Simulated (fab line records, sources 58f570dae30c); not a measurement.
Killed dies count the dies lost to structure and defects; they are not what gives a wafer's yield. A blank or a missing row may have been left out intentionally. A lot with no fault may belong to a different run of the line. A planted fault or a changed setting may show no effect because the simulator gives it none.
Matching of chambers | flow berkeleyCmos170 | rieDiel-04 running UCB170_GATE_ETCH_14: 4 sister chambers
The step etches BARC in N2/H2. 4 wafers are shown with their chamber, then 7 later ones without.

== WAFERS WITH THEIR CHAMBER ==
wafer  | chamber | throttleValvePct (%)
L592.3 | 0       | 13.24
L605.5 | 3       | 12.84
L606.3 | 2       | 13.41
L606.4 | 1       | 13.21

== WAFERS WITH NO CHAMBER GIVEN ==
wafer  | throttleValvePct (%)
L606.6 | 13.23
L607.2 | 13.41
L607.4 | 13.21
L607.6 | 13.25
L610.2 | 13.23
L610.3 | 13.22
L610.5 | 13.40

== WHICH CHAMBER EACH ONE RAN IN ==
wafer  | from the rows above     | in truth
L606.6 | can't be placed: 0 or 1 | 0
L607.2 | 2                       | 2
L607.4 | 1                       | 1
L607.6 | 0                       | 0
L610.2 | can't be placed: 0 or 1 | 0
L610.3 | can't be placed: 1 or 0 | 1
L610.5 | 2                       | 2
Placed correctly: 4 of 7. Unplaceable from these rows: 3, with the true chamber sitting among the candidates in 3. Placed wrongly: 0.
How it was worked out, from the rows above alone: a wafer's distance from a chamber is the root of the sum, over the readings, of the square of ((its reading less the chamber's mean) divided by the reading's scatter). If the next closest chamber is less than 2 further off than the closest, the wafer can't be placed; otherwise it belongs to the closest. For every chamber, the mean is computed from those of its wafers that are shown. The scatter: root of mean squared gap, hidden wafer to nearest shown wafer, with one shown wafer a chamber.
